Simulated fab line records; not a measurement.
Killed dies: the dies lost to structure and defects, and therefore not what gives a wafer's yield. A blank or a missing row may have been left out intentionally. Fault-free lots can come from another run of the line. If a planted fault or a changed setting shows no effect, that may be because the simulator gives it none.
A lot that was struck, set against a sound lot    flow rit_cmos    18 steps out of a route of 202
Sound: wafers L926.2, L926.3, L926.4. Struck: wafers L940.2, L940.3, L940.6. The cause comes at the end.
Per side, at each step with rows, come the tool, then ch with its chambers, and then its first start. Under that, the readings that differ: sound wafers    struck wafers    difference of the means    sigmas: that difference in standard deviations of wafers without a fault.
alike: same words and numbers on both sides, and readings whose means sit less than 2 such deviations apart. not compared: any withheld reading, any reading some wafer has no value for, any bound like >300 that may hide the same value, and any number with overlapping values for which the record gives no deviation.
Wherever a step has rows on one side only, a row that says differs or no value, or a row with sigmas, the two part there. Numbers that have no deviation but don't overlap get no sigmas and don't part them. Lack of a reading on every wafer of one side parts them only where that side has two or more wafers.

RIT_SDANNEAL_RS_MEAS_07: measures by four-point-probe.
  struck on film_metro-03, day 6 04:40; sound on film_metro-02, day 3 06:47
  alike: NLDD_RS
then, 1 step without rows for these wafers: RIT_SILICIDE_WET_ETCH_00 (etches SiO2 in BOE, target depth 14 nm, time 15 s).
RIT_SILICIDE_SPUTTER_01: material Ti, target thk 30 nm, time 240 s.
  struck on pvd_sputter-03, day 6 04:46; sound on pvd_sputter-03, day 3 06:54
  alike: throttle_valve_pct
RIT_SILICIDE_RS_MEAS_02: measures by four-point-probe.
  struck on film_metro-01, day 6 04:56; sound on film_metro-04, day 3 07:04
  alike: SILICIDE_TI_RS
RIT_SILICIDE_THK_MEAS_03: measures by xrf.
  struck on film_metro-01, day 6 05:03; sound on film_metro-04, day 3 07:11
  alike: SILICIDE_TI_THK
RIT_SILICIDE_RTA_04: time 10 s, ramp up 5 s, ramp down 5 s.
  sound on rtp_anneal-02 ch 0, day 3 07:14; struck on rtp_anneal-02 ch 0, day 6 05:07
  alike: wafer_temp_C_max
then, 1 step without rows for these wafers: RIT_SILICIDE_WET_ETCH_05 (etches Ti in SPM, time 120 s).
RIT_SILICIDE_RTA_06: time 10 s, ramp up 5 s, ramp down 10 s.
  sound on rtp_anneal-01 ch 0, day 3 07:29; struck on rtp_anneal-01 ch 0, day 6 05:13
  alike: wafer_temp_C_max
RIT_CONTACT_CVD_00: deposits SiO2 from TEOS, target thk 400 nm, time 61 s.
  sound on pecvd-04 ch 0,2, day 3 07:32; struck on pecvd-02 ch 0,2, day 6 05:17
  alike: heater_power_w
RIT_CONTACT_THK_MEAS_01:
  struck on film_metro-03, day 6 05:20; sound on film_metro-02, day 3 07:35
  alike: CONTACT_TEOS_THK
then, 2 steps without rows for these wafers: RIT_CONTACT_HMDS_02 (prime time 60 s); RIT_CONTACT_COAT_03 (resist thk 1000 nm).
RIT_CONTACT_SOFTBAKE_04: time 60 s.
  sound on litho_track-03 ch 0, day 3 07:58; struck on litho_track-04 ch 0, day 6 05:43
reading                   sound              struck             difference  sigmas
heater_power_total_W (W)  34.55 34.50 34.52  46.51 46.73 46.68  +12.12      +99 or more
run_length_s (s)          89.54 89.62 89.37  48.70 48.66 48.61  -40.85      -99 or more
then, 2 steps without rows for these wafers: RIT_CONTACT_EXPOSE_05 (exposes mask M11, target cd 1000 nm); RIT_CONTACT_PEB_06.
RIT_CONTACT_DEVELOP_07: develop time 120 s.
  sound on litho_track-04 ch 0; struck on litho_track-01 ch 0
reading                                       sound           struck          difference  sigmas
model.NOVOLAK_of_CONTACT_COAT_03.thk_nm (nm)  1006 1001 1005  1032 1034 1030  +28         
RIT_CONTACT_CD_MEAS_08: the cd target is 1000 nm.
  struck on cd_sem-02, day 6 06:30; sound on cd_sem-02, day 3 08:51
  alike: cd_nm
RIT_M1_PROBE_99:
  struck on prober-02, day 6 11:46; sound on prober-02, day 3 14:02
  alike: killed_at_contacts, killed_at_front_end, killed_dies, killed_open, killed_short

## WHERE THEY PART
At RIT_CONTACT_SOFTBAKE_04 and nowhere else, as far as this record goes. Later steps at which nothing parts them and some readings are alike: RIT_CONTACT_CD_MEAS_08, RIT_M1_PROBE_99.

WHY: what had been put in by the simulator
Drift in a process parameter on litho_track-04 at RIT_CONTACT_SOFTBAKE_04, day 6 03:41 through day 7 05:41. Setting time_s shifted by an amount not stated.
